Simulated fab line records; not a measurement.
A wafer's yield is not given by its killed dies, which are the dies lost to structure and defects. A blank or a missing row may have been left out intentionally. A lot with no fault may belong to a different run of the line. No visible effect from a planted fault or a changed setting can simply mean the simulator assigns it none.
What tool caused it? -- flow berkeley-cmos170 -- 14 lots, 42 wafers sampled, at 7 steps of a route of 331

WHAT THE GAUGES READ, wafer by wafer
UCB170_PLDD_CD_MEAS_06 targets a cd of 1200 nm.
lot,measured,on,cd-nm (nm)
L266,day 6 12:17,cd-sem-02,1200.4 1201.3 1201.5
L265,day 6 12:52,cd-sem-02,1200.0 1199.6 1199.7
L271,day 8 00:53,cd-sem-02,1197.9 1198.9 1199.1
L270,day 8 01:11,cd-sem-02,1200.5 1200.3 1199.5
L275,day 8 10:08,cd-sem-01,1202.9 1201.4 1201.8
L272,day 8 10:19,cd-sem-02,1199.8 1199.0 1199.3
L274,day 8 10:25,cd-sem-01,1203.0 1202.6 1203.1
L273,day 8 10:41,cd-sem-01,1198.5 1200.3 1199.8
L279,day 9 14:11,cd-sem-01,1202.4 1199.8 1201.6
L277,day 9 14:36,cd-sem-01,1201.3 1200.9 1201.6
L281,day 10 02:24,cd-sem-02,1200.5 1199.9 1199.5
L284,day 10 22:17,cd-sem-02,1196.0 1197.9 1197.8
L283,day 10 22:25,cd-sem-02,1199.8 1200.3 1199.7
L285,day 11 07:16,cd-sem-01,1199.3 1199.0 1200.2

UCB170_NLDD_OVL_MEAS_07.
lot,measured,on,NLDD_OVL (nm)
L266,day 6 14:28,overlay-01,3 7 -4
L265,day 6 15:46,overlay-01,-2 -7 5
L271,day 8 02:37,overlay-01,-5 -4 -4
L270,day 8 02:56,overlay-01,-5 2 -9
L275,day 8 11:58,overlay-01,1 -1 -3
L272,day 8 12:34,overlay-01,-4 -7 -6
L274,day 8 12:40,overlay-02,3 1 -1
L273,day 8 12:57,overlay-01,-3 -1 -9
L279,day 9 16:41,overlay-02,-1 2 8
L277,day 9 16:57,overlay-02,-12 -19 -7
L281,day 10 05:13,overlay-02,3 9 -5
L284,day 11 00:20,overlay-01,-7 -2 -2
L283,day 11 00:36,overlay-02,-5 -7 -4
L285,day 11 08:59,overlay-01,11 0 -1

UCB170_PSD_TW_MEAS_10.
lot,measured,on,PSD_TW
L266,day 6 23:01,film-metro-03,2315 2316 2307
L265,day 6 23:06,film-metro-03,2327 2322 2318
L271,day 8 09:54,film-metro-03,2325 2322 2339
L270,day 8 09:37,film-metro-01,1401 1395 1393
L275,day 8 19:56,film-metro-01,2327 2317 2305
L272,day 8 19:48,film-metro-03,1376 1377 1384
L274,day 8 20:28,film-metro-01,2315 2315 2325
L273,day 8 20:11,film-metro-03,2330 2321 2326
L279,day 10 01:14,film-metro-03,2322 2323 2330
L277,day 10 01:35,film-metro-02,2359 2348 2350
L281,day 10 12:04,film-metro-01,2297 2309 2308
L284,day 11 08:40,film-metro-01,2321 2325 2319
L283,day 11 08:56,film-metro-01,2305 2315 2318
L285,day 11 16:12,film-metro-02,2344 2345 2345

UCB170_SDANNEAL_RS_MEAS_02: a four-point-probe measurement.
lot,measured,on,PSD_RS (ohm/sq)
L266,day 7 01:35,film-metro-03,75.95 75.99 75.99
L265,day 7 01:52,film-metro-01,75.44 75.42 76.03
L271,day 8 13:14,film-metro-01,75.60 75.29 75.62
L270,day 8 12:36,film-metro-01,251.70 249.96 251.49
L275,day 8 23:02,film-metro-01,75.21 75.26 75.39
L272,day 8 22:46,film-metro-02,259.02 258.52 257.03
L274,day 8 23:35,film-metro-01,75.30 75.16 75.29
L273,day 8 23:17,film-metro-03,75.67 75.55 75.67
L279,day 10 04:47,film-metro-02,75.34 75.65 75.30
L277,day 10 05:13,film-metro-01,75.57 75.62 75.42
L281,day 10 16:24,film-metro-02,75.65 75.41 75.39
L284,day 11 11:31,film-metro-03,75.20 75.34 75.49
L283,day 11 11:50,film-metro-02,75.67 75.33 75.46
L285,day 11 22:20,film-metro-01,75.62 75.98 75.79

TOOL THAT RAN EACH LOT (tool first, then ch and the chambers of the sampled wafers, then the start)
lot,UCB170_NLDD_STRIP_10,UCB170_PSD_IMPLANT_08,UCB170_PSD_STRIP_09
L266,"plasma-asher-04 ch 0,1, day 6 14:48","implanter-02 ch 0, day 6 22:46","plasma-asher-02 ch 0,1, day 6 22:55"
L265,"plasma-asher-02 ch 0,1, day 6 16:07","implanter-03 ch 0, day 6 22:52","plasma-asher-03 ch 0,1, day 6 23:00"
L271,"plasma-asher-04 ch 0,1, day 8 02:58","implanter-04 ch 0, day 8 09:41","plasma-asher-03 ch 0,1, day 8 09:49"
L270,"plasma-asher-01 ch 0,1, day 8 03:16","implanter-03 ch 0, day 8 09:23","plasma-asher-02 ch 0,1, day 8 09:30"
L275,"plasma-asher-02 ch 0,1, day 8 12:19","implanter-04 ch 0, day 8 19:43","plasma-asher-02 ch 0,1, day 8 19:51"
L272,"plasma-asher-02 ch 0,1, day 8 12:53","implanter-03 ch 0, day 8 19:33","plasma-asher-03 ch 0,1, day 8 19:42"
L274,"plasma-asher-01 ch 0,1, day 8 13:01","implanter-04 ch 0, day 8 20:13","plasma-asher-02 ch 0,1, day 8 20:22"
L273,"plasma-asher-04 ch 0,1, day 8 13:17","implanter-02 ch 0, day 8 19:58","plasma-asher-01 ch 0,1, day 8 20:05"
L279,"plasma-asher-02 ch 0,1, day 9 17:01","implanter-02 ch 0, day 10 01:01","plasma-asher-01 ch 0,1, day 10 01:08"
L277,"plasma-asher-01 ch 0,1, day 9 17:17","implanter-04 ch 0, day 10 01:20","plasma-asher-02 ch 0,1, day 10 01:29"
L281,"plasma-asher-02 ch 0,1, day 10 05:33","implanter-04 ch 0, day 10 11:49","plasma-asher-01 ch 0,1, day 10 11:58"
L284,"plasma-asher-01 ch 0,1, day 11 00:41","implanter-04 ch 0, day 11 08:26","plasma-asher-01 ch 0,1, day 11 08:35"
L283,"plasma-asher-04 ch 0,1, day 11 00:58","implanter-03 ch 0, day 11 08:43","plasma-asher-03 ch 0,1, day 11 08:51"
L285,"plasma-asher-04 ch 0,1, day 11 09:20","implanter-02 ch 0, day 11 15:59","plasma-asher-01 ch 0,1, day 11 16:06"
- UCB170_NLDD_STRIP_10: strips in O2.
- UCB170_PSD_IMPLANT_08
- UCB170_PSD_STRIP_09: strips in O2.

AS READ BY THE TOOLS THEMSELVES (means over the sampled wafers that have a number; for cases with no such wafer, the mark the record gives instead)
UCB170_NLDD_STRIP_10.
lot,tool,drypump-motor-current-A (A),oes-product-au (a.u.),strip-time-to-endpoint-s (s)
L266,plasma-asher-04,5.65,0.731,21.58
L265,plasma-asher-02,5.69,0.737,21.59
L271,plasma-asher-04,5.68,0.737,21.59
L270,plasma-asher-01,5.44,0.738,21.66
L275,plasma-asher-02,5.67,0.738,21.63
L272,plasma-asher-02,5.60,0.732,21.72
L274,plasma-asher-01,5.23,0.735,21.65
L273,plasma-asher-04,5.68,0.733,21.64
L279,plasma-asher-02,5.60,0.733,21.67
L277,plasma-asher-01,5.45,0.734,21.56
L281,plasma-asher-02,5.61,0.731,21.72
L284,plasma-asher-01,5.45,0.733,21.64
L283,plasma-asher-04,5.81,0.734,21.61
L285,plasma-asher-04,5.81,0.737,21.56

UCB170_PSD_IMPLANT_08.
lot,tool,dose-ions-cm2,end-station-pressure-torr (Torr),faraday-current-uA
L266,implanter-02,3e+15,1.26e-05,9195
L265,implanter-03,3e+15,1.26e-05,9290
L271,implanter-04,3e+15,1.21e-05,9198
L270,implanter-03,6e+14,6.40e-06,1880
L275,implanter-04,3e+15,1.28e-05,9362
L272,implanter-03,6e+14,6.60e-06,1860
L274,implanter-04,3e+15,1.25e-05,9322
L273,implanter-02,3e+15,1.23e-05,9322
L279,implanter-02,3e+15,1.29e-05,9368
L277,implanter-04,3e+15,1.26e-05,9107
L281,implanter-04,3e+15,1.23e-05,9407
L284,implanter-04,3e+15,1.27e-05,9219
L283,implanter-03,3e+15,1.23e-05,9262
L285,implanter-02,3e+15,1.22e-05,9198

UCB170_PSD_STRIP_09.
lot,tool,drypump-motor-current-A (A),oes-product-au (a.u.),strip-time-to-endpoint-s (s)
L266,plasma-asher-02,5.7,0.599,29.39
L265,plasma-asher-03,6.2,0.598,29.49
L271,plasma-asher-03,6.0,0.600,29.49
L270,plasma-asher-02,5.7,0.732,21.67
L275,plasma-asher-02,5.6,0.597,29.32
L272,plasma-asher-03,6.2,0.738,21.69
L274,plasma-asher-02,5.7,0.598,29.32
L273,plasma-asher-01,5.5,0.605,29.36
L279,plasma-asher-01,5.2,0.603,29.44
L277,plasma-asher-02,5.7,0.602,29.36
L281,plasma-asher-01,5.2,0.603,29.39
L284,plasma-asher-01,5.4,0.599,29.53
L283,plasma-asher-03,6.1,0.601,29.35
L285,plasma-asher-01,5.5,0.599,29.41

THE ANSWER, worked out from the rows above alone
Rule: the lots themselves supply what counts as usual. Put in order of their means at a reading, lots are off if they are a third of the lots or fewer, leave a main group of 4 or more, and stand apart from it by a gap of 3 or more times the standard deviation of the main group's means; of several such gaps the widest counts. Not used: any main group whose means are identical at the precision the tables above print for the reading. A lot without any number at a reading at which 4 lots or more have one is off too. The other lots that the step has rows for count as sound. After the gauges, taken in route order, come the tools' own readings; for these a lot's mean is taken, as printed above. The first step at which some lot is off is used, and at that step the reading that is off furthest; a lot without a number counts as furthest.
Off: L270, L272, at UCB170_PSD_TW_MEAS_10 (PSD_TW). Main group: mean 2324, sd 13.
If a tool, at a process step before that reading, ran all the lots that are off and no sound lot after the first of them, it fits. The gauges at UCB170_PSD_TW_MEAS_10 aren't tried: what is off there is off at UCB170_PSD_IMPLANT_08 too, on other tools, and a gauge's error can't cause that. Of those tried, none fits.

WHAT HAD BEEN PUT IN BY THE SIMULATOR
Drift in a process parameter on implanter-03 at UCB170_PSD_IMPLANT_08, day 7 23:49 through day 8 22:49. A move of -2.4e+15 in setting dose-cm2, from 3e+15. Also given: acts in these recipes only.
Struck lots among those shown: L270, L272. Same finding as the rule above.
